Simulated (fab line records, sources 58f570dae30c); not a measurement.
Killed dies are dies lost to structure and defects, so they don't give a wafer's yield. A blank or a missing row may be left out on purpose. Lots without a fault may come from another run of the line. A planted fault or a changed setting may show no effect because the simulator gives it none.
Split-lot experiment | flow berkeley_cmos170 | 5 lots, 23 wafers read, on a route of 331 steps

THE SPLIT
At UCB170_CONTACT_PEB_13, the setting peb_temp_c was moved away from the recipe's 130 C on 10 of the 23 wafers read, by -2.8% to +2.5%. The other wafers ran this setting at the recipe's value.

FROM THE SPLIT TO THE READING: what the file shows between them, 5 steps
- UCB170_CONTACT_DEVELOP_14: develop time 45 s
- UCB170_CONTACT_CD_MEAS_15: target cd 700 nm
- UCB170_CONTACT_ETCH_17: etches BARC in N2/H2
- UCB170_CONTACT_ETCH_18: etches PSG in CHF3/CF4/Ar, stops on TiSi2, target depth 840 nm, time 195 s
- UCB170_CONTACT_STRIP_19: strips in O2

THE READING
cd_nm, in nm, at UCB170_CONTACT_CD_MEAS_90 (target cd 700 nm). Fault-free wafers of this fab line usually give 699.8 nm, standard deviation 1.7 nm.

wafer  | tool, chamber at the split | peb_temp_c as run, C | against the recipe | cd_nm, nm | against lot-mates on the recipe
L077.2 | litho_track-04, 0          | 130                  | recipe             | 699.8     | -
L077.4 | litho_track-04, 0          | 130                  | recipe             | 698.4     | -
L077.5 | litho_track-04, 0          | 130                  | recipe             | 700.5     | -
L076.1 | litho_track-04, 0          | 126.4                | -2.8%              | 675.1     | -26.6
L076.2 | litho_track-04, 0          | 126.4                | -2.8%              | 672.3     | -29.4
L076.3 | litho_track-04, 0          | 130                  | recipe             | 702.5     | -
L076.4 | litho_track-04, 0          | 130                  | recipe             | 700.9     | -
L076.5 | litho_track-04, 0          | 126.4                | -2.8%              | 674.5     | -27.2
L075.1 | litho_track-02, 0          | 130                  | recipe             | 697.2     | -
L075.2 | litho_track-02, 0          | 132.9                | +2.2%              | 712.3     | +14.0
L075.3 | litho_track-02, 0          | 132.9                | +2.2%              | 711.3     | +13.0
L075.4 | litho_track-02, 0          | 130                  | recipe             | 698.1     | -
L075.5 | litho_track-02, 0          | 130                  | recipe             | 699.6     | -
L078.2 | litho_track-04, 0          | 130                  | recipe             | 701.0     | -
L078.3 | litho_track-04, 0          | 133.3                | +2.5%              | 719.8     | +19.2
L078.4 | litho_track-04, 0          | 133.3                | +2.5%              | 720.5     | +20.0
L078.5 | litho_track-04, 0          | 133.3                | +2.5%              | 720.7     | +20.2
L078.6 | litho_track-04, 0          | 130                  | recipe             | 700.1     | -
L083.1 | litho_track-02, 0          | 130                  | recipe             | 699.0     | -
L083.2 | litho_track-02, 0          | 127.2                | -2.2%              | 680.5     | -19.4
L083.4 | litho_track-02, 0          | 130                  | recipe             | 701.6     | -
L083.5 | litho_track-02, 0          | 130                  | recipe             | 699.2     | -
L083.6 | litho_track-02, 0          | 127.2                | -2.2%              | 680.9     | -19.0

THE FIT
A straight line over all 23 wafers: cd_nm changes by +8.22 nm for each +1% of peb_temp_c; r = +0.99; the points scatter about the line by 2.4 nm.
The same after taking each lot's own level away (the mean of its wafers on the recipe; 23 wafers): +8.5 nm for each +1%; r = +0.99; scatter 2.2 nm.
On that fit, the largest move of peb_temp_c shifts the reading by 24 nm.
The lots' own levels span 698.30 to 701.70 nm, that is 2.0 times the standard deviation above.
So the lot-to-lot level changes the slope little: the two slopes agree.
Check: with one of the wafers moved furthest among these (-2.8%) left out of the fit, the line predicts -24.5 nm for it against its lot-mates. It came out at -26.6 nm against them.

OTHER SPLITS ON THESE WAFERS
These wafers also went through other splits before the reading. Each is held against what the fit with the lots' levels taken away leaves over:
other split on the same wafers     | wafers away from the commonest value | r with cd_nm (lot level and that fit taken away)
UCB170_PSD_IMPLANT_08 dose_cm2     | 9                                    | -0.21
UCB170_NSD_IMPLANT_08 energy_kev   | 10                                   | +0.00
UCB170_BACKSIDE_SOFTBAKE_02 time_s | 12                                   | -0.13

THE WHOLE CHAIN: every reading that the file lists as answering this split, in the file's order
step                      | what it does                                                               | reading                                                        | change (the file's fit)              | r (the file's)
UCB170_CONTACT_CD_MEAS_15 | target cd 700 nm                                                           | cd_nm                                                          | +8.34 nm for each +1% of the setting | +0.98
UCB170_CONTACT_ETCH_17    | etches BARC in N2/H2                                                       | CONTACT.cd_nm (the simulator's own value, which no gauge read) | +8.42 nm for each +1% of the setting | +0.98
UCB170_CONTACT_ETCH_18    | etches PSG in CHF3/CF4/Ar, stops on TiSi2, target depth 840 nm, time 195 s | CONTACT.cd_nm (the simulator's own value, which no gauge read) | +8.34 nm for each +1% of the setting | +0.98
UCB170_CONTACT_CD_MEAS_90 | target cd 700 nm                                                           | cd_nm                                                          | +8.36 nm for each +1% of the setting | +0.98

THE FILE'S OWN FIT
cd_nm changes by +8.36 nm for each +1% of peb_temp_c, r = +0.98.
